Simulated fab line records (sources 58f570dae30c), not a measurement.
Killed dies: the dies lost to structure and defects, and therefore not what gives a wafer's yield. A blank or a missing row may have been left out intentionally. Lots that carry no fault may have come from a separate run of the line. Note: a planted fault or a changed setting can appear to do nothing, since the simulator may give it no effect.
A sampling plan put to the test    flow berkeley cmos170    each of the 34 faults these records tell of, on one fab line, judged from the records of the lots it struck
The plan is the line's own looks: the steps of the route at which a gauge or an inspection reads the wafer and doesn't change it. A look is open to judgement when struck wafers have a number at it and the file gives its usual mean and standard deviation on fault-free wafers. Caught: the struck wafers' mean, at a look after the fault's first step, is 4 or more of those standard deviations (sigma) away from the usual mean. On the tool: here the same test is run on the tool's own readings at the fault's steps. Caught also covers a different recipe on the struck wafers, or a record left blank for those wafers only.

## THE FAULTS, as the simulator had put them in
1. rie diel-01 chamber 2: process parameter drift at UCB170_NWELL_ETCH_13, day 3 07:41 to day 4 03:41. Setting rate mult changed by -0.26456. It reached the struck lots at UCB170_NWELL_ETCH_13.
2. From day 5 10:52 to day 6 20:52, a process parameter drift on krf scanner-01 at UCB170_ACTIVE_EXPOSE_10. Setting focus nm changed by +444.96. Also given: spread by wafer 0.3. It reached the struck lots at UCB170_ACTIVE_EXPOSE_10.
3. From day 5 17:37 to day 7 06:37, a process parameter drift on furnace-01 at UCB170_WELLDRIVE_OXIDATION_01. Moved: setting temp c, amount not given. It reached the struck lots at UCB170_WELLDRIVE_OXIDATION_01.
4. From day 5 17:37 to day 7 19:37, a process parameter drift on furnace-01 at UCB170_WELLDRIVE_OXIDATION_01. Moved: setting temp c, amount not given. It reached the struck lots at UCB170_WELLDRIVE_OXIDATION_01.
5. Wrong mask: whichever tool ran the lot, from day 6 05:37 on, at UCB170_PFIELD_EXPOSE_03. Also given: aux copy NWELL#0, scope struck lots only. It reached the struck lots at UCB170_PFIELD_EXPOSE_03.
6. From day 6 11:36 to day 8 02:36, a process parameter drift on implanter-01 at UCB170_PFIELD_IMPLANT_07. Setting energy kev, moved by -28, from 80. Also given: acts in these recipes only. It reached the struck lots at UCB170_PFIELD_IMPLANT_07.
7. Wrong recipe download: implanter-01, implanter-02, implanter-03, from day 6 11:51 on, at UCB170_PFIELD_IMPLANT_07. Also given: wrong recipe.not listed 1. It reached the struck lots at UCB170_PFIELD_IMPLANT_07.
8. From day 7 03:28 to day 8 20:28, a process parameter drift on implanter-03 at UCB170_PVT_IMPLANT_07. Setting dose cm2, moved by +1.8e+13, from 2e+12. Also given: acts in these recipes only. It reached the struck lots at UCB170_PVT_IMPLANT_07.
9. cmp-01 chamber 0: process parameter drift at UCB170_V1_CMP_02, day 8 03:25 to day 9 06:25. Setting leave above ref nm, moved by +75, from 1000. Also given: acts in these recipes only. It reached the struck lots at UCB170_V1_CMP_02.
10. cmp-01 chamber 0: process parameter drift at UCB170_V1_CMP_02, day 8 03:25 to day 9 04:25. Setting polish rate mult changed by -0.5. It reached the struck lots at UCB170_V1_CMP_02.
11. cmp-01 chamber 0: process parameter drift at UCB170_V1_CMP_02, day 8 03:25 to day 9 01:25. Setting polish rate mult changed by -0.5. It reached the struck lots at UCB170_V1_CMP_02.
12. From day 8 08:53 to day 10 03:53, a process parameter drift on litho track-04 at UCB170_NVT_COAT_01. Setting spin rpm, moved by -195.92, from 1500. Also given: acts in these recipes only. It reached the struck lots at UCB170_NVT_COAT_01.
13. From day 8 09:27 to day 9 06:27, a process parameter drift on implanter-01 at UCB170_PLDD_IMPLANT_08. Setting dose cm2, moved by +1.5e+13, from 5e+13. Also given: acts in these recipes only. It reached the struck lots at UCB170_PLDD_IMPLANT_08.
14. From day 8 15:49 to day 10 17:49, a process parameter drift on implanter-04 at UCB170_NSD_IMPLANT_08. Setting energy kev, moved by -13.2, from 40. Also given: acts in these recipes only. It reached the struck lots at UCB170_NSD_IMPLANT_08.
15. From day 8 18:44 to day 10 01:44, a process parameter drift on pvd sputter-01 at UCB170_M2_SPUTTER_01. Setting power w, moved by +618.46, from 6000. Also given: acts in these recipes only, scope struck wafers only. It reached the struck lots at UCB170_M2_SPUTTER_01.
16. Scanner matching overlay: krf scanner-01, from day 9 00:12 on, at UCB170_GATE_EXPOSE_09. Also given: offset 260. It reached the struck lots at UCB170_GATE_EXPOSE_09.
17. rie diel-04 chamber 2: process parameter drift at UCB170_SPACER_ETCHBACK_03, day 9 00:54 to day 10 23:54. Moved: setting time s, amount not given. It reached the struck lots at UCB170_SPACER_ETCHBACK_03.
18. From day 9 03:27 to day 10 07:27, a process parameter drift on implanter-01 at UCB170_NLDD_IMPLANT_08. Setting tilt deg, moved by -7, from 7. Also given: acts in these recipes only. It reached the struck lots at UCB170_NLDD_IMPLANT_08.
19. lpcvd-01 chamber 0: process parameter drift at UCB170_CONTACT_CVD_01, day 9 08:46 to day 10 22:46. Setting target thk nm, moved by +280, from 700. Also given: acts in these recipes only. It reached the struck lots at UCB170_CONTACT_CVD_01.
20. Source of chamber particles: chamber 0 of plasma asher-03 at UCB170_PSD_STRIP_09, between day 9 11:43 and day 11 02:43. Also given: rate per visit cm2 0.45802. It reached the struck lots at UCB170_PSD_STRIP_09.
21. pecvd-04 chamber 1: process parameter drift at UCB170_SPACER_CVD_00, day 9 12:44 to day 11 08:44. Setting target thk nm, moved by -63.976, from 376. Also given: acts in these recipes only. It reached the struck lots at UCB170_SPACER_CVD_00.
22. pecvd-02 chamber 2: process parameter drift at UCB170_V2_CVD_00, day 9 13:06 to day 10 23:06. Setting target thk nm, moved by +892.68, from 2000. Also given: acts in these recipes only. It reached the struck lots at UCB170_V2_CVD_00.
23. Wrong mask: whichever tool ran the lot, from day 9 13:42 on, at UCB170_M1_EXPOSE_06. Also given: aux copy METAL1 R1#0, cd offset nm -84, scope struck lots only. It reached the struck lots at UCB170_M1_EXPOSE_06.
24. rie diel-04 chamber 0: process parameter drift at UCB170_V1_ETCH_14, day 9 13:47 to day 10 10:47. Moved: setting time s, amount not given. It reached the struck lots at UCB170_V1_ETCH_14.
25. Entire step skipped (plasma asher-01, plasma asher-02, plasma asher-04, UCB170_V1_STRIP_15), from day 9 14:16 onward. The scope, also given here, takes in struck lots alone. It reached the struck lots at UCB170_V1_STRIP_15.
26. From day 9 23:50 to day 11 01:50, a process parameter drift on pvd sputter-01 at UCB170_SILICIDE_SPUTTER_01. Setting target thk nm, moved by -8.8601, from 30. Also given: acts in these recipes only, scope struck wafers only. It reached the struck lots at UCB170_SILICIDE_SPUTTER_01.
27. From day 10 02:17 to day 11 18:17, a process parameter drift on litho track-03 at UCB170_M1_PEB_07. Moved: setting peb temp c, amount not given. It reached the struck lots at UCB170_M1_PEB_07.
28. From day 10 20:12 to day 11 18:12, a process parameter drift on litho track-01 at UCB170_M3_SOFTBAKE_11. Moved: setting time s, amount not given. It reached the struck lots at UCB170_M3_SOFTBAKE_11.
29. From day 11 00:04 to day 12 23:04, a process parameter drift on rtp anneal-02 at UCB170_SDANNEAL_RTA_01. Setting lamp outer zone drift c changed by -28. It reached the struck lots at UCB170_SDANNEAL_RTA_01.
30. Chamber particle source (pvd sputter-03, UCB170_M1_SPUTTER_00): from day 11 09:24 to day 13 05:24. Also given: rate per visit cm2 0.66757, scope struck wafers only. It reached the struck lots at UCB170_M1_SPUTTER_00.
31. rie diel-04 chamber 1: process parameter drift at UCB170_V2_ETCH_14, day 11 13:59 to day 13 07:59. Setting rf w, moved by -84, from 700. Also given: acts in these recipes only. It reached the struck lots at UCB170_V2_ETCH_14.
32. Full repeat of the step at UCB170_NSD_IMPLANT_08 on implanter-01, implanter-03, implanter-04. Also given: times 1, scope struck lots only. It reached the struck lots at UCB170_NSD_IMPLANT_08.
33. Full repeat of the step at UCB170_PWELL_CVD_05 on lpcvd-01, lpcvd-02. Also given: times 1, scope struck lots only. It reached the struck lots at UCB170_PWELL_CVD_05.
34. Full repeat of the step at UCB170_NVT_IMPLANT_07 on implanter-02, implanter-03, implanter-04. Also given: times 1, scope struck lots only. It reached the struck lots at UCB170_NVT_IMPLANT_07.

## WHAT THE PLAN SAW
fault  on the tool itself                        first look that catches it                       reading, sigma                   median hours from its first step to that look  hours from the fault's start to the first struck lot there  judged looks passed uncaught
1      oes product au -7.1 sigma                 no look after it can be judged                   -                                -                                              -                                                           0
2      exposure dose mJ cm2 -12 sigma            UCB170_ACTIVE_CD_MEAS_13                         cd nm -8.6                       0.5                                            20                                                          0
3      tube center temp C +99 or beyond sigma    UCB170_WELLDRIVE_THK_MEAS_02                     WELLDRIVE_OXIDE_THK +5.8         3.5                                            15                                                          0
4      tube center temp C +99 or beyond sigma    UCB170_WELLDRIVE_THK_MEAS_02                     WELLDRIVE_OXIDE_THK +9.7         3.5                                            15                                                          0
5      no reading that can be judged             UCB170_PFIELD_TW_MEAS_09                         PFIELD_TW -99 or beyond          1.2                                            6                                                           0
6      beam energy keV -99 or beyond sigma       UCB170_PFIELD_TW_MEAS_09                         PFIELD_TW -7.0                   0.2                                            0                                                           0
7      under 2 sigma                             UCB170_PFIELD_TW_MEAS_09                         PFIELD_TW +99 or beyond          0.2                                            0                                                           0
8      dose ions cm2 +99 or beyond sigma         UCB170_PVT_TW_MEAS_09                            PVT_TW +99 or beyond             0.2                                            15                                                          0
9      under 2 sigma                             UCB170_V1_THK_MEAS_04                            V1_POLISHED_THK +64              3.2                                            3                                                           1
10     under 2 sigma                             UCB170_V1_THK_MEAS_04                            V1_POLISHED_THK +99 or beyond    0.3                                            0                                                           1
11     under 2 sigma                             UCB170_V1_THK_MEAS_04                            V1_POLISHED_THK +99 or beyond    0.3                                            0                                                           1
12     spin speed rpm -99 or beyond sigma        no look after it can be judged                   -                                -                                              -                                                           0
13     dose ions cm2 +99 or beyond sigma         UCB170_PLDD_TW_MEAS_11                           PLDD_TW +5.5                     0.4                                            1                                                           0
14     beam energy keV -99 or beyond sigma       UCB170_NSD_TW_MEAS_10                            NSD_TW -15                       0.2                                            4                                                           0
15     cathode dc power W +99 or beyond sigma    UCB170_M2_RS_MEAS_02                             M2_AL_RS -10                     0.1                                            20                                                          0
16     no reading that can be judged             UCB170_GATE_OVL_MEAS_13                          GATE_OVL +49                     0.6                                            0                                                           0
17     run length s -83 sigma                    no look after it can be judged                   -                                -                                              -                                                           0
18     tilt deg -99 or beyond sigma              UCB170_NLDD_TW_MEAS_11                           NLDD_TW -5.7                     0.4                                            17                                                          0
19     under 2 sigma                             UCB170_CONTACT_THK_MEAS_02                       CONTACT_PSG_THK +44              1.8                                            12                                                          0
20     under 2 sigma                             none of the 2 looks that can be judged after it  -                                -                                              -                                                           2
21     under 2 sigma                             UCB170_SPACER_THK_MEAS_01                        SPACER_TEOS_THK -14              0.1                                            19                                                          0
22     under 2 sigma                             UCB170_V2_THK_MEAS_01                            V2_TEOS_THK +38                  0.1                                            5                                                           0
23     no reading that can be judged             UCB170_M1_CD_MEAS_09                             cd nm -65                        1.4                                            11                                                          0
24     run length s -54 sigma                    no look after it can be judged                   -                                -                                              -                                                           0
25     no reading that can be judged             not the one look that can be judged after it     -                                -                                              -                                                           1
26     under 2 sigma                             UCB170_SILICIDE_RS_MEAS_02                       SILICIDE_TI_RS +55               0.1                                            7                                                           0
27     heater power total W -39 sigma            UCB170_M1_CD_MEAS_09                             cd nm +17                        0.6                                            3                                                           0
28     heater power total W +99 or beyond sigma  UCB170_M3_CD_MEAS_15                             cd nm +12                        1.9                                            3                                                           0
29     under 2 sigma                             UCB170_SDANNEAL_RS_MEAS_02                       PSD_RS +23                       0.1                                            2                                                           0
30     under 2 sigma                             none of the 2 looks that can be judged after it  -                                -                                              -                                                           2
31     rf fwd power W -40 sigma                  no look after it can be judged                   -                                -                                              -                                                           0
32     under 2 sigma                             UCB170_NSD_TW_MEAS_10                            NSD_TW +7.3                      0.7                                            -                                                           0
33     no reading that can be judged             UCB170_PWELL_THK_MEAS_06                         PWELL_NITRIDE_THK +99 or beyond  5.2                                            -                                                           0
34     under 2 sigma                             UCB170_NVT_TW_MEAS_09                            NVT_TW +26                       0.6                                            -                                                           0
A dash: the fault is not caught, or the number is missing from these records.

Caught at a look: 26 of 34. Caught on the tool: 16 of 34. By one or the other: 31 of 34.
Faults 1, 12, 17, 24, 31 were caught on the tool alone.
Caught at a look alone: faults 5, 7, 9, 10, 11, 16, 19, 21, 22, 23, 26, 29, 32, 33, 34.
Caught by neither: faults 20, 25, 30.

## THINNER SAMPLING
Were the look that catches a fault to measure just every second or every third lot (counted by lot number), the first struck lot would, at worst, be measured this late:
fault  struck lots at that look, in order of time  every lot  every second lot  every third lot
2      L278                                        20 h       may miss it       may miss it
3      L849, L850                                  15 h       15 h              may miss all 2
4      L682, L683                                  15 h       15 h              may miss all 2
5      L323                                        6 h        may miss it       may miss it
6      L328, L329, L326                            0 h        0 h               may miss all 3
7      L873, L871, L870, L874                      0 h        0 h               may miss all 4
8      L319, L318                                  15 h       15 h              may miss all 2
9      L130, L132                                  3 h        may miss all 2    may miss all 2
10     L728, L730                                  0 h        may miss all 2    may miss all 2
11     L621, L623                                  0 h        may miss all 2    may miss all 2
13     L418, L420                                  1 h        may miss all 2    may miss all 2
14     L550, L552                                  4 h        may miss all 2    may miss all 2
15     L303                                        20 h       may miss it       may miss it
16     L785, L786, L790, L789                      0 h        1 h               15 h
18     L294, L295                                  17 h       27 h              may miss all 2
19     L782                                        12 h       may miss it       may miss it
21     L591                                        19 h       may miss it       may miss it
22     L126, L133                                  5 h        26 h              may miss all 2
23     L809                                        11 h       may miss it       may miss it
26     L338, L339                                  7 h        18 h              may miss all 2
27     L918, L920                                  3 h        may miss all 2    may miss all 2
28     L902, L903                                  3 h        6 h               may miss all 2
29     L234, L235                                  2 h        6 h               may miss all 2
Hours are from the fault's start to the first struck lot that is measured. 4 sigma limit: tested on the pooled struck wafers, so a lone lot may be under it. Other struck lots may not be in these records.

## THE LONGEST TIMED WAY FROM STEP TO LOOK
In fault 33, a median of 5.2 hours elapses between UCB170_PWELL_CVD_05 and UCB170_PWELL_THK_MEAS_06. No look between them can be judged.
